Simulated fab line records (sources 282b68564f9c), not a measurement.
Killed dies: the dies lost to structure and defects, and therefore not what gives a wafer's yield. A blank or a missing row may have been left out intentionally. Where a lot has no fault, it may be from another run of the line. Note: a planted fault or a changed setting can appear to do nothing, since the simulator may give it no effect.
fab line records	flow rit_cmos
record lots=7	wafers=21	last_day=7
route steps=202 shown CONTACT@180 M1@184
lots that met no fault: from a run of the same line without faults
start_h: the number of hours between the record's first day and the start of the first shown wafer of the lot	wait_h: how many hours have passed since the lot's step before this one	" as in the row above	L1.1+2: several wafers, shown together as one row	- value missing, or start not given	* or withheld: withheld	< > ~ a bound
route shown NAME@n: names a module that has steps shown in the file, with the first one's number in the route	usual: mean/standard deviation taken from wafers without a fault	same: alike in all rows	chamber/n: place in a boat	sites: each site's reading	_std_site: their standard deviation	_edge_site: outer sites' mean less inner sites'	radius_mm: for every site, how far away it sits from the centre of the wafer	mask NAME#n: copy n	behind: tool/chamber where the wafer was last shaped	hold: what put the lot on hold/how long, in hours/how the hold closed	device: whichever transistor did not switch (one of n, p or np)	end of line: at the end of the route, the tests of the same wafers	for a step that has no rows: nothing shown but its recipe	killed: dies lost to structure and defects at the first sort, not the wafer's yield	map: a wafer's dies, x killed, . not, _ none there
set.NAME: the setting as run; set.NAME@STEP: as run at that earlier step	model.NAME: the simulator's own value behind a step, which no gauge read
certain route steps with their lots: each step a table, each wafer a row
services: from which hour (start_h, from the record's first day; less than 0 if before it) a tool's chamber was out of use, for how many hours, and why
## steps
# step RIT_CONTACT_STRIP_12
# recipe chemistry=O2	time_s=180	resist=NOVOLAK	platen_temp_c=withheld	power_w=500	pressure_mtorr=4000	o2_flow_sccm=4000
# usual drypump_motor_current_A=6.0/0.47
lot.wafer	tool	chamber	start_h	wait_h	drypump_motor_current_A	rf_hours_counter_h
L298.1	plasma_asher-01	1	66.96	0.1	6.4	41
L298.2	"	0	"	"	6.6	41
L298.5	"	0	"	"	6.6	-
L300.3	plasma_asher-01	1	74.21	0.2	6.4	-
L300.5	"	0	"	"	6.6	-
L300.6	"	1	"	"	6.4	-
L301.2	plasma_asher-04	1	81.95	0.1	5.4	44
L301.4	"	0	"	"	5.7	-
L301.6	"	1	"	"	5.4	-
L302.3	plasma_asher-01	1	86.71	0.2	6.4	-
L302.4	"	0	"	"	6.7	-
L302.5	"	1	"	"	6.4	-
L304.4	plasma_asher-04	0	93.93	0.2	5.7	-
L304.5	"	1	"	"	5.4	-
L304.6	"	0	"	"	5.8	-
L315.2	plasma_asher-01	0	148.64	0.1	6.6	51
L315.3	"	1	"	"	6.4	-
L315.4	"	0	"	"	6.6	-
L317.4	plasma_asher-03	1	158.09	0.2	5.6	-
L317.5	"	1	"	"	5.6	-
L317.6	"	0	"	"	6.3	-
# step RIT_CONTACT_CD_MEAS_90
# recipe target_cd_nm=1000
# usual cd_nm=998.4/2.3
lot.wafer	tool	chamber	start_h	wait_h	cd_nm
L298.1	cd_sem-01	-	67.13	0.1	998.9
L298.2	"	-	"	"	999.6
L298.5	"	-	"	"	998.3
L300.3	cd_sem-02	-	74.36	0.1	999.7
L300.5	"	-	"	"	999.4
L300.6	"	-	"	"	999.0
L301.2	cd_sem-02	-	82.15	0.1	997.6
L301.4	"	-	"	"	996.3
L301.6	"	-	"	"	997.1
L302.3	cd_sem-02	-	86.87	0.1	1001.2
L302.4	"	-	"	"	1001.3
L302.5	"	-	"	"	1001.4
L304.4	cd_sem-02	-	94.11	0.1	997.2
L304.5	"	-	"	"	995.3
L304.6	"	-	"	"	996.8
L315.2	cd_sem-02	-	148.83	0.1	997.4
L315.3	"	-	"	"	996.3
L315.4	"	-	"	"	994.7
L317.4	cd_sem-01	-	158.26	0.1	999.0
L317.5	"	-	"	"	1000.0
L317.6	"	-	"	"	997.8
# step RIT_CONTACT_CLEAN_13
# recipe chemistry=SC1	mix=3:3:50	time_s=600	temp_c=75
# step RIT_CONTACT_CLEAN_14
# recipe chemistry=SC2	mix=3:3:50	time_s=600	temp_c=75	dry=n2_spin
# step RIT_M1_SPUTTER_00
# recipe material=Al	target_thk_nm=400	power_w=2000	chamber_pressure_pa=0.4	gas=Ar	time_s=500	substrate_temp_c=25
# usual throttle_valve_pct=30.1/0.97
lot.wafer	tool	chamber	start_h	wait_h	throttle_valve_pct
L298.1	pvd_sputter-02	-	67.62	0.0	31.8
L298.2	"	-	"	"	29.3
L298.5	"	-	"	"	32.0
L300.3	pvd_sputter-01	-	74.81	0.0	31.1
L300.5	"	-	"	"	31.0
L300.6	"	-	"	"	30.1
L301.2	pvd_sputter-04	-	82.61	0.0	29.9
L301.4	"	-	"	"	30.5
L301.6	"	-	"	"	30.0
L302.3	pvd_sputter-01	-	87.49	0.0	30.8
L302.4	"	-	"	"	30.7
L302.5	"	-	"	"	31.2
L304.4	pvd_sputter-01	-	94.53	0.0	27.8
L304.5	"	-	"	"	27.8
L304.6	"	-	"	"	29.6
L315.2	pvd_sputter-04	-	149.30	0.0	30.2
L315.3	"	-	"	"	30.6
L315.4	"	-	"	"	30.0
L317.4	pvd_sputter-04	-	158.74	0.0	31.2
L317.5	"	-	"	"	31.2
L317.6	"	-	"	"	29.7
# step RIT_M1_RS_MEAS_01
# recipe thk_meas_gauge=four-point-probe	reads=Al_of_M1_SPUTTER_00
# usual M1_AL_RS=0.0733/0.0008
lot.wafer	tool	chamber	start_h	wait_h	M1_AL_RS[ohm/sq]
L298.1	film_metro-01	-	67.94	0.2	0.0740
L298.2	"	-	"	"	0.0737
L298.5	"	-	"	"	0.0741
L300.3	film_metro-02	-	75.14	0.2	0.0710
L300.5	"	-	"	"	0.0724
L300.6	"	-	"	"	0.0715
L301.2	film_metro-03	-	82.93	0.2	0.0747
L301.4	"	-	"	"	0.0749
L301.6	"	-	"	"	0.0738
L302.3	film_metro-03	-	87.83	0.2	0.0742
L302.4	"	-	"	"	0.0737
L302.5	"	-	"	"	0.0737
L304.4	film_metro-03	-	94.89	0.2	0.0739
L304.5	"	-	"	"	0.0730
L304.6	"	-	"	"	0.0730
L315.2	film_metro-03	-	149.61	0.2	0.0742
L315.3	"	-	"	"	0.0742
L315.4	"	-	"	"	0.0749
L317.4	film_metro-02	-	159.09	0.2	0.0735
L317.5	"	-	"	"	0.0725
L317.6	"	-	"	"	0.0734
# step RIT_M1_THK_MEAS_02
# recipe thk_meas_gauge=xrf	reads=Al_of_M1_SPUTTER_00
# usual M1_AL_THK=402/4.7
lot.wafer	tool	chamber	start_h	wait_h	M1_AL_THK[nm]
L298.1	film_metro-01	-	68.06	0.1	401
L298.2	"	-	"	"	403
L298.5	"	-	"	"	400
L300.3	film_metro-02	-	75.24	0.1	416
L300.5	"	-	"	"	407
L300.6	"	-	"	"	413
L301.2	film_metro-03	-	83.04	0.1	393
L301.4	"	-	"	"	395
L301.6	"	-	"	"	397
L302.3	film_metro-03	-	87.93	0.1	397
L302.4	"	-	"	"	400
L302.5	"	-	"	"	398
L304.4	film_metro-03	-	94.98	0.1	394
L304.5	"	-	"	"	406
L304.6	"	-	"	"	402
L315.2	film_metro-03	-	149.72	0.1	399
L315.3	"	-	"	"	398
L315.4	"	-	"	"	393
L317.4	film_metro-02	-	159.18	0.1	403
L317.5	"	-	"	"	405
L317.6	"	-	"	"	401
# step RIT_M1_HMDS_03
# recipe prime_time_s=61.38	prime_temp_c=140
# step RIT_M1_COAT_04
# recipe resist=NOVOLAK	spin_rpm=2000	resist_thk_nm=1300
# step RIT_M1_SOFTBAKE_05
# recipe resist=NOVOLAK	temp_c=90	time_s=60
# step RIT_M1_EXPOSE_06
# recipe mask_id=M12	na=0.6	source_shape=conventional	sigma_outer=0.5	target_cd_nm=2600	dose_mj=250
# step RIT_M1_PEB_07
# recipe resist=NOVOLAK	temp_c=withheld	time_s=withheld
# step RIT_M1_DEVELOP_08
# recipe resist=NOVOLAK	develop_time_s=68	dev_temp_c=23
lot.wafer	tool	chamber	start_h	wait_h
L298.1+2+5	litho_track-02	0	68	-
L300.3+5+6	litho_track-04	0	76	-
L301.2+4+6	litho_track-02	0	83	-
L302.3+4+5	litho_track-02	0	88	-
L304.4+5+6	litho_track-02	0	95	-
L315.2+3+4	litho_track-03	0	150	-
L317.4+5+6	litho_track-03	0	160	-
# step RIT_M1_CD_MEAS_09
# recipe target_cd_nm=2600
# usual cd_nm=2600.0/2
lot.wafer	tool	chamber	start_h	wait_h	cd_nm
L298.1	cd_sem-02	-	69.00	-	2600.9
L298.2	"	-	"	"	2600.2
L298.5	"	-	"	"	2602.1
L300.3	cd_sem-01	-	76.38	-	2599.4
L300.5	"	-	"	"	2601.0
L300.6	"	-	"	"	2598.3
L301.2	cd_sem-01	-	84.11	-	-
L301.4	"	-	"	"	-
L301.6	"	-	"	"	-
L302.3	cd_sem-01	-	89.01	-	-
L302.4	"	-	"	"	-
L302.5	"	-	"	"	-
L304.4	cd_sem-02	-	96.07	-	-
L304.5	"	-	"	"	-
L304.6	"	-	"	"	-
L315.2	cd_sem-01	-	150.80	-	2602.6
L315.3	"	-	"	"	2600.7
L315.4	"	-	"	"	2600.2
L317.4	cd_sem-01	-	160.15	-	2596.2
L317.5	"	-	"	"	2597.8
L317.6	"	-	"	"	2596.3
# step RIT_M1_OVL_MEAS_10
# usual M1_OVL=0.3/1.6
lot.wafer	tool	chamber	start_h	wait_h	M1_OVL[nm]
L298.1	overlay-02	-	69.12	0.1	2.9
L298.2	"	-	"	"	3.2
L298.5	"	-	"	"	3.4
L300.3	overlay-02	-	76.48	0.1	2.3
L300.5	"	-	"	"	1.5
L300.6	"	-	"	"	2.4
L301.2	overlay-01	-	84.22	0.1	-
L301.4	"	-	"	"	-
L301.6	"	-	"	"	-
L302.3	overlay-01	-	89.10	0.1	-
L302.4	"	-	"	"	-
L302.5	"	-	"	"	-
L304.4	overlay-01	-	96.15	0.1	-
L304.5	"	-	"	"	-
L304.6	"	-	"	"	-
L315.2	overlay-02	-	150.91	0.1	-1.1
L315.3	"	-	"	"	-1.9
L315.4	"	-	"	"	-0.6
L317.4	overlay-01	-	160.23	0.1	-1.9
L317.5	"	-	"	"	-0.5
L317.6	"	-	"	"	-0.2
# step RIT_M1_HARDBAKE_11
# recipe resist=NOVOLAK	temp_c=140	time_s=120
# step RIT_M1_PROBE_99
# usual defect_limited_yield=97.6/1.1	killed_at_M0_to_M3=0.0/0.083	killed_at_contacts=0.1/0.25	killed_at_front_end=6.3/2.9	killed_dies=6.4/2.9	killed_on_rim=1.7/1.4	killed_open=3.3/2.1	killed_short=3.1/1.7	sort_bin_3_pad_short=0.1/0.22	sort_bin_5_function=1.4/0.75	sort_bin_6_memory=0.9/0.65	sort_n_pass=257.6/2.9	sort_yield_pct=97.6/1.1
# same gross_dies=264	killed_at_M4_up=0	killed_at_back_side=0	killed_at_other=0
lot.wafer	tool	chamber	start_h	wait_h	defect_limited_yield[%]	killed_at_M0_to_M3	killed_at_contacts	killed_at_front_end	killed_dies	killed_on_rim	killed_open	killed_short	sort_bin_3_pad_short[%]	sort_bin_5_function[%]	sort_bin_6_memory[%]	sort_n_pass	sort_yield_pct[%]
L300.3	prober-01	-	79.12	0.2	96.2	0	1	9	10	5	5	5	0	3.0	0.8	254.0	96.2
L300.5	prober-01	-	79.22	0.2	98.9	0	0	3	3	1	1	2	0	1.1	0	261.0	98.9
L300.6	prober-01	-	79.27	0.2	99.2	0	0	2	2	1	0	2	0	0.8	0	262.0	99.2
L301.2	prober-02	-	86.87	0.1	0	260	0	4	264	70	1	3	0	99.6	0.4	0	0
L301.4	prober-02	-	86.97	0.2	0	260	0	4	264	70	2	2	0	99.2	0.8	0	0
L301.6	prober-02	-	87.07	0.2	0	258	0	6	264	70	4	2	0	99.2	0.8	0	0
L302.3	prober-01	-	91.75	0.2	0	257	0	7	264	70	2	5	0	98.1	1.9	0	0
L302.4	prober-01	-	91.80	0.2	0	258	0	6	264	70	6	0	0	99.6	0.4	0	0
L302.5	prober-01	-	91.85	0.2	0	260	0	4	264	70	3	1	0	99.6	0.4	0	0
L304.4	prober-01	-	98.82	0.2	0	258	0	6	264	70	1	4	0.4	99.2	0.4	0	0
L304.5	prober-01	-	98.87	0.2	0	255	0	9	264	70	2	5	0.8	97.0	2.3	0	0
L304.6	prober-01	-	98.92	0.2	0	259	0	5	264	70	3	2	0	99.6	0.4	0	0
L315.2	prober-01	-	153.71	0.1	97.3	0	1	6	7	1	6	1	0.4	0.8	1.5	257.0	97.3
L315.3	prober-01	-	153.76	0.2	97.3	0	0	7	7	1	3	4	0	1.5	1.1	257.0	97.3
L315.4	prober-01	-	153.81	0.2	98.1	0	0	5	5	0	4	1	0	1.1	0.8	259.0	98.1
L317.4	prober-01	-	163.82	0.2	96.2	0	0	10	10	3	7	3	0	2.7	1.1	254.0	96.2
L317.5	prober-01	-	163.87	0.2	97.3	0	0	7	7	2	2	5	0	1.5	1.1	257.0	97.3
L317.6	prober-01	-	163.92	0.2	98.9	0	0	3	3	0	2	1	0	0.8	0.4	261.0	98.9
# killed by level:class
L300.3 FOX1:geometric_particle:short=2 FOX1:geometric_particle:open=2 SPACER:geometric_particle:open=2 SPACER:geometric_particle:short=2 GATE:geometric_particle:short=1 CONTACT:geometric_particle:open=1
L300.5 FOX1:geometric_particle:open=1 FOX1:geometric_particle:short=1 SPACER:geometric_particle:short=1
L300.6 FOX1:geometric_particle:short=1 SPACER:geometric_particle:short=1
L301.2 M1:area_develop=260 FOX1:geometric_particle:short=1 GATE:geometric_particle:open=1 GATE:geometric_particle:short=1 SPACER:geometric_particle:short=1
L301.4 M1:area_develop=260 FOX2:geometric_particle:open=1 FOX2:geometric_particle:short=1 GATE:geometric_particle:open=1 SPACER:geometric_particle:short=1
L301.6 M1:area_develop=258 FOX1:geometric_particle:open=1 GATE:geometric_particle:short=1 GATE:geometric_particle:open=1 SPACER:geometric_particle:open=1 SPACER:geometric_particle:short=1 SILICIDE:geometric_particle:open=1
L302.3 M1:area_develop=257 SPACER:geometric_particle:short=2 GATE:geometric_particle:short=1 GATE:geometric_particle:open=1 REOX:geometric_particle:short=1 SILICIDE:geometric_particle:short=1 SILICIDE:geometric_particle:open=1
L302.4 M1:area_develop=258 FOX1:geometric_particle:open=2 GATE:geometric_particle:open=2 REOX:geometric_particle:open=2
L302.5 M1:area_develop=260 GATE:geometric_particle:open=1 REOX:geometric_particle:open=1 SPACER:geometric_particle:short=1 SILICIDE:geometric_particle:open=1
L304.4 M1:area_develop=258 SILICIDE:geometric_particle:short=3 FOX2:geometric_particle:short=1 GATE:geometric_particle:open=1 NRETRO:coat_microbubble_printed=1
L304.5 M1:area_develop=255 GATE:geometric_particle:short=2 NRETRO:coat_microbubble_printed=2 FOX2:geometric_particle:short=1 GATE:geometric_particle:open=1 SPACER:geometric_particle:short=1 SILICIDE:geometric_particle:short=1 SILICIDE:geometric_particle:open=1
L304.6 M1:area_develop=259 ACTIVE:geometric_particle:short=1 REOX:geometric_particle:short=1 REOX:geometric_particle:open=1 SPACER:geometric_particle:open=1 SILICIDE:geometric_particle:open=1
L315.2 FOX1:geometric_particle:open=2 FOX2:geometric_particle:open=1 REOX:geometric_particle:short=1 SPACER:geometric_particle:open=1 SILICIDE:geometric_particle:open=1 CONTACT:geometric_particle:open=1
L315.3 SPACER:geometric_particle:short=2 FOX1:geometric_particle:short=1 FOX2:geometric_particle:open=1 REOX:geometric_particle:open=1 SPACER:geometric_particle:open=1 SILICIDE:geometric_particle:short=1
L315.4 FOX1:geometric_particle:open=1 GATE:geometric_particle:open=1 REOX:geometric_particle:short=1 REOX:geometric_particle:open=1 SILICIDE:geometric_particle:open=1
L317.4 GATE:geometric_particle:open=2 SILICIDE:geometric_particle:open=2 FOX1:geometric_particle:open=1 FOX2:geometric_particle:short=1 FOX2:geometric_particle:open=1 GATE:geometric_particle:short=1 REOX:geometric_particle:open=1 SILICIDE:geometric_particle:short=1
L317.5 SILICIDE:geometric_particle:short=3 FOX1:geometric_particle:short=1 GATE:geometric_particle:open=1 GATE:geometric_particle:short=1 SILICIDE:geometric_particle:open=1
L317.6 FOX1:geometric_particle:open=1 GATE:geometric_particle:short=1 REOX:geometric_particle:open=1
# map L301.2 (x killed, . not)
________xxxxxxx_______
_____xxxxxxxxxxxxx____
____xxxxxxxxxxxxxxx___
___xxxxxxxxxxxxxxxxx__
__xxxxxxxxxxxxxxxxxxx_
__xxxxxxxxxxxxxxxxxxx_
_xxxxxxxxxxxxxxxxxxxxx
_xxxxxxxxxxxxxxxxxxxxx
_xxxxxxxxxxxxxxxxxxxxx
_xxxxxxxxxxxxxxxxxxxxx
__xxxxxxxxxxxxxxxxxxx_
__xxxxxxxxxxxxxxxxxxx_
___xxxxxxxxxxxxxxxxx__
____xxxxxxxxxxxxxxx___
_____xxxxxxxxxxxxx____
________xxxxxxx_______
# map L302.3 (x killed, . not)
________xxxxxxx_______
_____xxxxxxxxxxxxx____
____xxxxxxxxxxxxxxx___
___xxxxxxxxxxxxxxxxx__
__xxxxxxxxxxxxxxxxxxx_
__xxxxxxxxxxxxxxxxxxx_
_xxxxxxxxxxxxxxxxxxxxx
_xxxxxxxxxxxxxxxxxxxxx
_xxxxxxxxxxxxxxxxxxxxx
_xxxxxxxxxxxxxxxxxxxxx
__xxxxxxxxxxxxxxxxxxx_
__xxxxxxxxxxxxxxxxxxx_
___xxxxxxxxxxxxxxxxx__
____xxxxxxxxxxxxxxx___
_____xxxxxxxxxxxxx____
________xxxxxxx_______
## services
tool	chamber	start_h	hours	kind
plasma_asher-01	-	46.11	1.4	repair
plasma_asher-03	-	52.92	0.6	repair
pvd_sputter-04	-	55.86	1.9	repair
pvd_sputter-04	-	61.35	7.5	repair
plasma_asher-01	-	76.21	2.8	pm
pvd_sputter-01	-	83.96	1.1	repair
pvd_sputter-04	-	104.57	3.6	repair
plasma_asher-03	-	108.80	9.0	pm
plasma_asher-03	0	108.80	9.0	vent_cycle
plasma_asher-03	1	108.80	9.0	vent_cycle
plasma_asher-03	0	117.80	-	clean
plasma_asher-03	1	117.80	-	clean
plasma_asher-04	-	125.93	8.0	repair
pvd_sputter-04	-	128.38	0.5	repair
pvd_sputter-01	-	140.22	10.2	repair
## key
first_sign step=RIT_M1_CD_MEAS_09	reading=cd_nm	direction=missing
effect step=RIT_M1_OVL_MEAS_10	reading=M1_OVL	direction=missing
effect step=RIT_M1_PROBE_99	reading=killed_at_M0_to_M3	direction=up	sigmas=99+	usual=0.0	struck=258.3
more_kills_born_at RIT_M1_DEVELOP_08@litho_track-02=2325
met_at RIT_M1_DEVELOP_08
struck_wafers L301.2,L301.4,L301.6,L302.3,L302.4,L302.5,L304.4,L304.5,L304.6
later_rows_left_out L301.2,L301.4,L301.6,L302.3,L302.4,L302.5,L304.4,L304.5,L304.6
onset_between 68 83
fault kind=process_parameter_drift	tool=litho_track-02	chamber=-	onset_h=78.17	steps=RIT_M1_DEVELOP_08	channel=develop_time_s	offset=*	shape=step	end_h=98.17	acts_in=*	stated=*
# later_rows_left_out: the simulator's readings of these wafers behind a module that went badly wrong aren't trusted and aren't shown, but for the sort
